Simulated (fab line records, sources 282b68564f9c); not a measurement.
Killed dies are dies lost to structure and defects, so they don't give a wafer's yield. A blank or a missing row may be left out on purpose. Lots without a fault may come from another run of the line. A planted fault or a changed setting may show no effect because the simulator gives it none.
fab line records | flow rit_cmos
record lots=5 wafers=27
route steps=202 shown ACTIVE@11 SPACER@130 CONTACT@182 M1@184
start_h: hours from the record's first day to the start of the lot's first wafer shown | wait_h: hours since the lot's step before | " the same as in the row above | L1.1+2: a row that stands for several wafers | - no value, or no start given | * or withheld: withheld | < > ~ a bound
route shown NAME@n: a module of which the file shows steps, and the number in the route of the first | usual: mean/standard deviation of fault-free wafers | same: alike in all rows | chamber/n: place in a boat | sites: the reading at each site | _std_site: their standard deviation | _edge_site: outer sites' mean less inner sites' | radius_mm: how far each site lies from the wafer's centre | mask NAME#n: copy n | behind: the tool/chamber that last shaped the wafer | hold: why the lot was held/for how many hours/how that ended | device: the transistor (n, p or np) that didn't switch | end of line: the same wafers' tests at the end of the route | a step without rows: its recipe alone | killed: dies lost to structure and defects at the first sort, not the wafer's yield | map: a wafer's dies, x killed, . not, _ none there
set.NAME: the setting as run; set.NAME@STEP: as run at that earlier step | model.NAME: the simulator's own value behind a step, which no gauge read
lots whose settings were changed on purpose; a table a step, a row a wafer
## steps
# step RIT_ACTIVE_DEVELOP_10
# recipe resist=NOVOLAK develop_time_s=50 dev_temp_c=23
# columns lot.wafer tool chamber start_h wait_h set.develop_time_s
L074.1+3+4 litho_track-01 0 - - 50
L076.1+3+6 litho_track-01 0 - - 50
L076.2+4+5 " 0 " " 36.85
L077.1+2+3+4+5+6 litho_track-04 0 - - 50
L078.1+2+5 litho_track-01 0 - - 50
L078.3+4+6 " 0 " " 63.03
L085.1+3+4 litho_track-04 0 - - 30.67
L085.2+5+6 " 0 " " 50
# step RIT_ACTIVE_CD_MEAS_11
# recipe target_cd_nm=1400
# usual cd_nm=1399.6/1.8
# columns lot.wafer tool chamber start_h wait_h set.develop_time_s@ACTIVE_DEVELOP_10 cd_nm
L074.1 cd_sem-01 - 16.73 - 50 1397.4
L074.3 " - " " 50 1397.7
L074.4 " - " " 50 1397.6
L076.1 cd_sem-02 - 26.08 - 50 1401.7
L076.2 " - " " 36.85 1435.7
L076.3 " - " " 50 1403.8
L076.4 " - " " 36.85 1435.4
L076.5 " - " " 36.85 1434.7
L076.6 " - " " 50 1401.9
L077.1 cd_sem-01 - 29.83 - 50 1400.6
L077.2 " - " " 50 1401.0
L077.3 " - " " 50 1400.2
L077.4 " - " " 50 1398.9
L077.5 " - " " 50 1398.6
L077.6 " - " " 50 1399.5
L078.1 cd_sem-02 - 34.44 - 50 1398.6
L078.2 " - " " 50 1399.9
L078.3 " - " " 63.03 1379.3
L078.4 " - " " 63.03 1376.8
L078.5 " - " " 50 1399.4
L078.6 " - " " 63.03 1380.0
L085.1 cd_sem-01 - 71.31 - 30.67 1450.7
L085.2 " - " " 50 1399.0
L085.3 " - " " 30.67 1449.9
L085.4 " - " " 30.67 1451.6
L085.5 " - " " 50 1398.9
L085.6 " - " " 50 1398.3
# step RIT_ACTIVE_HARDBAKE_12
# recipe resist=NOVOLAK temp_c=140 time_s=60
# step RIT_ACTIVE_ETCH_13
# recipe stop_on=SiO2 chemistry=SF6 target=Si3N4 time_s=210 over_etch_frac=0.4 SF6_flow_sccm=200 pressure_mtorr=260 rf_w=125 target_depth_a=2100
# columns lot.wafer tool chamber start_h wait_h set.develop_time_s@ACTIVE_DEVELOP_10 model.ACTIVE.cd_nm
L074.1+4 rie_diel-01 0,1 17.00 0.1 50 1397
L074.3 " 3 " " 50 1398
L076.1+6 rie_diel-03 2 26.35 0.1 50 1402
L076.2+4 " 0,1 " " 36.85 1436
L076.3 " 3 " " 50 1403
L076.5 " 3 " " 36.85 1435
L077.1+2 rie_diel-01 2,0 30.10 0.1 50 1401
L077.3+6 " 1 " " 50 1400
L077.4 " 3 " " 50 1399
L077.5 " 2 " " 50 1398
L078.1 rie_diel-02 1 34.71 0.1 50 1398
L078.2+5 " 3,1 " " 50 1400
L078.3 " 2 " " 63.03 1379
L078.4 " 0 " " 63.03 1377
L078.6 " 2 " " 63.03 1380
L085.1 rie_diel-01 0 71.58 0.1 30.67 1451
L085.2+5 " 1,2 " " 50 1399
L085.3 " 3 " " 30.67 1450
L085.4 " 2 " " 30.67 1452
L085.6 " 3 " " 50 1398
# step RIT_ACTIVE_STRIP_14
# recipe chemistry=O2 time_s=180 resist=NOVOLAK platen_temp_c=withheld power_w=500 pressure_mtorr=4000 o2_flow_sccm=4000
# step RIT_ACTIVE_CD_MEAS_90
# recipe target_cd_nm=1400
# usual cd_nm=1399.6/1.9
# columns lot.wafer tool chamber start_h wait_h set.develop_time_s@ACTIVE_DEVELOP_10 cd_nm
L074.1 cd_sem-02 - 17.31 0.1 50 1397.6
L074.3 " - " " 50 1397.8
L074.4 " - " " 50 1397.3
L076.1 cd_sem-01 - 26.66 0.1 50 1401.8
L076.2 " - " " 36.85 1436.0
L076.3 " - " " 50 1403.8
L076.4 " - " " 36.85 1435.9
L076.5 " - " " 36.85 1434.3
L076.6 " - " " 50 1402.0
L077.1 cd_sem-01 - 30.41 0.1 50 1400.6
L077.2 " - " " 50 1400.3
L077.3 " - " " 50 1399.9
L077.4 " - " " 50 1399.3
L077.5 " - " " 50 1397.9
L077.6 " - " " 50 1399.8
L078.1 cd_sem-01 - 35.02 0.1 50 1398.5
L078.2 " - " " 50 1400.1
L078.3 " - " " 63.03 1379.2
L078.4 " - " " 63.03 1377.0
L078.5 " - " " 50 1400.3
L078.6 " - " " 63.03 1380.5
L085.1 cd_sem-02 - 71.89 0.1 30.67 1450.9
L085.2 " - " " 50 1398.9
L085.3 " - " " 30.67 1450.0
L085.4 " - " " 30.67 1451.5
L085.5 " - " " 50 1398.6
L085.6 " - " " 50 1398.3
# step RIT_SPACER_ETCHBACK_05
# recipe target_depth_a=2500 SF6_flow_sccm=30 CHF3_flow_sccm=30 target=Si3N4 chemistry=SF6/CHF3 pressure_mtorr=40 rf_w=250 time_s=240 stop_on=SiO2
# usual oes_product_au=0.844/0.016
# columns lot.wafer tool chamber start_h wait_h set.target_depth_a oes_product_au model.etch.depth_nm model.poly-Si_of_GATE_CVD_08.thk_nm model.Si3N4_of_SPACER_CVD_03.thk_nm
L074.1 rie_diel-04 1 55.43 0.1 2500 0.839 251.5 162.7 196.5
L074.3 " 3 " " 2500 0.838 252.5 164.7 196.6
L074.4 " 1 " " 2500 0.840 252.4 163.6 196.7
L076.1 rie_diel-01 0 58.87 0.1 2500 0.858 250.6 166.8 195.5
L076.2 " 3 " " 2500 0.874 251.2 166.8 197.9
L076.3 " 1 " " 2500 0.817 251.9 165.7 195.4
L076.4 " 2 " " 2500 0.849 250.1 164.8 195.9
L076.5 " 2 " " 2500 0.860 253.7 165.2 198.8
L076.6 " 1 " " 2500 0.821 252.1 164.7 195.7
L077.1 rie_diel-02 2 71.09 0.1 2500 0.845 249.3 168.6 195.2
L077.2 " 1 " " 1415 1.006 206.2 191 214.8
L077.3 " 0 " " 1415 1.026 209.9 190.2 212.8
L077.4 " 3 " " 2500 0.832 249.1 166.3 193.3
L077.5 " 0 " " 1415 1.013 206.6 191 213.2
L077.6 " 1 " " 2500 0.837 248.3 168.4 193.7
L078.1 rie_diel-02 0 74.53 0.1 2500 0.847 251.4 162.1 196.6
L078.2 " 1 " " 2911 0.773 251 155.4 189.7
L078.3 " 3 " " 2911 0.770 250.8 152.2 187.7
L078.4 " 0 " " 2500 0.851 249.3 163.3 194.9
L078.5 " 3 " " 2500 0.851 251.3 161.7 195.8
L078.6 " 1 " " 2911 0.776 251.8 156.1 189.8
L085.1 rie_diel-01 3 107.26 0.1 2500 0.874 249.6 167.3 196.8
L085.2 " 1 " " 2500 0.828 250.6 164.9 194.9
L085.3 " 2 " " 2500 0.848 249.9 165.5 195.7
L085.4 " 0 " " 2500 0.856 248.6 165.8 194.6
L085.5 " 3 " " 2500 0.871 248.7 166.4 195.8
L085.6 " 2 " " 2500 0.840 250 165.4 196.2
# step RIT_CONTACT_CLEAN_13
# recipe chemistry=SC1 mix=3:3:50 time_s=600 temp_c=75
# columns lot.wafer tool chamber start_h wait_h set.time_s
L074.1+3+4 wet_bench-02 1 62.22 0.1 600
L076.1+2+3+4+5+6 - - - 0.1 858.2
L077.1+2+3+4+5+6 - - - 0.2 831.8
L078.1+2+3+4+5+6 - - - 0.1 600
L085.1+2+3+4+5+6 - - - 0.1 600
# step RIT_CONTACT_CLEAN_14
# recipe chemistry=SC2 mix=3:3:50 time_s=600 temp_c=75 dry=n2_spin
# step RIT_M1_SPUTTER_00
# recipe material=Al target_thk_nm=400 power_w=2000 chamber_pressure_pa=0.4 gas=Ar time_s=500 substrate_temp_c=25
# step RIT_M1_ANNEAL_15
# recipe temp_c=450 time_s=1800 ambient=forming_gas_H2N2
# step RIT_M1_PROBE_99
# usual killed_at_contacts=0.1/0.35 killed_at_front_end=7/3.3 killed_dies=8/3.3 killed_open=3.4/1.8 killed_short=4.1/2.2
# same gross_dies=264 killed_at_M0_to_M3=0 killed_at_M4_up=0 killed_at_back_side=0 killed_at_other=0
# columns lot.wafer tool chamber start_h wait_h set.develop_time_s@ACTIVE_DEVELOP_10 killed_at_contacts killed_at_front_end killed_dies killed_open killed_short model.etest.nldd.width_nm
L074.1 prober-01 - 66.74 0.1 50 0 10 10 7 3 3169
L074.3 prober-01 - 66.84 0.2 50 0 4 4 2 2 3168
L074.4 prober-01 - 66.89 0.2 50 0 10 10 5 5 3158
L076.1 prober-01 - 70.70 0.1 50 0 8 8 3 5 3166
L076.2 prober-01 - 70.75 0.1 36.85 0 8 8 3 5 3173
L076.3 prober-01 - 70.80 0.2 50 0 5 5 3 2 3161
L076.4 prober-01 - 70.85 0.2 36.85 0 7 7 2 5 3183
L076.5 prober-01 - 70.90 0.2 36.85 0 5 5 2 3 3177
L076.6 prober-01 - 70.95 0.2 50 1 7 8 5 3 3147
L077.1 prober-02 - 82.30 0.1 50 0 7 7 4 3 3210
L077.2 prober-02 - 82.35 0.1 50 1 263 264 2 2 -
L077.3 prober-02 - 82.40 0.2 50 0 264 264 3 0 -
L077.4 prober-02 - 82.45 0.2 50 1 6 7 2 4 3212
L077.5 prober-02 - 82.50 0.2 50 0 264 264 2 2 -
L077.6 prober-02 - 82.55 0.2 50 0 8 8 3 5 3221
L078.1 prober-02 - 86.83 0.1 50 0 10 10 3 7 3186
L078.2 prober-02 - 86.88 0.1 50 0 5 5 2 3 3199
L078.3 prober-02 - 86.93 0.2 63.03 0 7 7 4 3 3155
L078.4 prober-02 - 86.98 0.2 63.03 0 3 3 2 1 3173
L078.5 prober-02 - 87.03 0.2 50 0 13 13 6 7 3203
L078.6 prober-02 - 87.08 0.2 63.03 0 7 7 3 4 3171
L085.1 prober-02 - 118.42 0.1 30.67 0 9 9 5 4 3239
L085.2 prober-02 - 118.47 0.1 50 0 5 5 2 3 3194
L085.3 prober-02 - 118.52 0.2 30.67 0 5 5 3 2 3239
L085.4 prober-02 - 118.57 0.2 30.67 0 10 10 2 8 3218
L085.5 prober-02 - 118.62 0.2 50 0 13 13 5 8 3191
L085.6 prober-02 - 118.67 0.2 50 0 8 8 3 5 3198
# killed by level:class
L074.1 SPACER:geometric_particle:open=4 GATE:geometric_particle:open=2 SPACER:geometric_particle:short=2 GATE:geometric_particle:short=1 REOX:geometric_particle:open=1
L074.3 FOX2:geometric_particle:short=2 SPACER:geometric_particle:open=1 STARTING-WAFER:geometric_particle:open=1
L074.4 FOX1:geometric_particle:short=2 SPACER:geometric_particle:open=2 SPACER:geometric_particle:short=2 FOX1:geometric_particle:open=1 FOX2:geometric_particle:open=1 SILICIDE:geometric_particle:short=1 SILICIDE:geometric_particle:open=1
L076.1 GATE:geometric_particle:short=2 GATE:geometric_particle:open=2 SILICIDE:geometric_particle:short=2 REOX:geometric_particle:short=1 REOX:geometric_particle:open=1
L076.2 GATE:geometric_particle:short=3 REOX:geometric_particle:short=2 FOX1:geometric_particle:open=1 REOX:geometric_particle:open=1 SILICIDE:geometric_particle:open=1
L076.3 FOX2:geometric_particle:short=1 FOX2:geometric_particle:open=1 GATE:geometric_particle:open=1 REOX:geometric_particle:short=1 SILICIDE:geometric_particle:open=1
L076.4 GATE:geometric_particle:short=2 SILICIDE:geometric_particle:short=2 FOX2:geometric_particle:short=1 GATE:geometric_particle:open=1 SPACER:geometric_particle:open=1
L076.5 GATE:geometric_particle:short=2 GATE:geometric_particle:open=2 FOX1:geometric_particle:short=1
L076.6 GATE:geometric_particle:open=3 FOX2:geometric_particle:open=2 FOX1:geometric_particle:short=1 SILICIDE:geometric_particle:short=1 CONTACT:geometric_particle:short=1
L077.1 REOX:geometric_particle:open=2 REOX:geometric_particle:short=2 FOX1:geometric_particle:open=1 FOX2:geometric_particle:open=1 GATE:geometric_particle:short=1
L077.2 SPACER:area_etchback=259 GATE:geometric_particle:open=1 REOX:geometric_particle:open=1 SPACER:geometric_particle:short=1 CONTACT:geometric_particle:short=1 NLDD:coat_microbubble_printed=1
L077.3 SPACER:area_etchback=261 REOX:geometric_particle:open=3
L077.4 REOX:geometric_particle:short=3 FOX2:geometric_particle:short=1 GATE:geometric_particle:open=1 REOX:geometric_particle:open=1 CONTACT:coat_microbubble_printed=1
L077.5 SPACER:area_etchback=260 REOX:geometric_particle:open=2 FOX2:geometric_particle:short=1 REOX:geometric_particle:short=1
L077.6 REOX:geometric_particle:short=4 REOX:geometric_particle:open=2 GATE:geometric_particle:open=1 GATE:geometric_particle:short=1
L078.1 SPACER:geometric_particle:short=4 GATE:geometric_particle:short=2 SPACER:geometric_particle:open=2 FOX1:geometric_particle:short=1 SILICIDE:geometric_particle:open=1
L078.2 GATE:geometric_particle:short=2 ACTIVE:geometric_particle:short=1 GATE:geometric_particle:open=1 SPACER:geometric_particle:open=1
L078.3 GATE:geometric_particle:short=2 SPACER:geometric_particle:open=2 FOX1:geometric_particle:open=1 REOX:geometric_particle:open=1 SPACER:geometric_particle:short=1
L078.4 FOX1:geometric_particle:open=1 GATE:geometric_particle:short=1 REOX:geometric_particle:open=1
L078.5 GATE:geometric_particle:open=4 FOX1:geometric_particle:short=3 GATE:geometric_particle:short=3 FOX1:geometric_particle:open=2 SPACER:geometric_particle:short=1
L078.6 GATE:geometric_particle:short=2 FOX1:geometric_particle:open=1 FOX1:geometric_particle:short=1 GATE:geometric_particle:open=1 SPACER:geometric_particle:short=1 SPACER:geometric_particle:open=1
L085.1 REOX:geometric_particle:short=2 REOX:geometric_particle:open=2 FOX2:geometric_particle:open=1 SPACER:geometric_particle:open=1 SPACER:geometric_particle:short=1 SILICIDE:geometric_particle:short=1 SILICIDE:geometric_particle:open=1
L085.2 SPACER:geometric_particle:short=2 FOX1:geometric_particle:short=1 FOX2:geometric_particle:open=1 GATE:geometric_particle:open=1
L085.3 GATE:geometric_particle:open=2 GATE:geometric_particle:short=2 REOX:geometric_particle:open=1
L085.4 GATE:geometric_particle:short=4 FOX1:geometric_particle:short=2 FOX1:geometric_particle:open=2 SPACER:geometric_particle:short=1 SILICIDE:geometric_particle:short=1
L085.5 GATE:geometric_particle:short=3 GATE:geometric_particle:open=2 REOX:geometric_particle:short=2 SPACER:geometric_particle:short=2 FOX1:geometric_particle:short=1 FOX2:geometric_particle:open=1 REOX:geometric_particle:open=1 SPACER:geometric_particle:open=1
L085.6 SPACER:geometric_particle:open=2 FOX1:geometric_particle:short=1 FOX2:geometric_particle:short=1 GATE:geometric_particle:short=1 GATE:geometric_particle:open=1 SPACER:geometric_particle:short=1 SILICIDE:geometric_particle:short=1
## key
split step=RIT_ACTIVE_DEVELOP_10 setting=develop_time_s stated=50 by=wafer
response step=RIT_ACTIVE_CD_MEAS_11 reading=cd_nm change=-1.19 per=1% r=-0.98
response step=RIT_ACTIVE_ETCH_13 reading=model.ACTIVE.cd_nm change=-1.19 per=1% r=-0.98
response step=RIT_ACTIVE_CD_MEAS_90 reading=cd_nm change=-1.19 per=1% r=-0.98
response step=RIT_M1_PROBE_99 reading=model.etest.nldd.width_nm change=-0.956 per=1% r=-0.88
split step=RIT_SPACER_ETCHBACK_05 setting=target_depth_a stated=2500 by=wafer
response step=RIT_SPACER_ETCHBACK_05 reading=oes_product_au change=-0.00415 per=1% r=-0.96
response step=RIT_SPACER_ETCHBACK_05 reading=model.etch.depth_nm change=+0.837 per=1% r=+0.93
response step=RIT_SPACER_ETCHBACK_05 reading=model.poly-Si_of_GATE_CVD_08.thk_nm change=-0.522 per=1% r=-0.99
response step=RIT_SPACER_ETCHBACK_05 reading=model.Si3N4_of_SPACER_CVD_03.thk_nm change=-0.444 per=1% r=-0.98
split step=RIT_CONTACT_CLEAN_13 setting=time_s stated=600 by=lot
response none clear
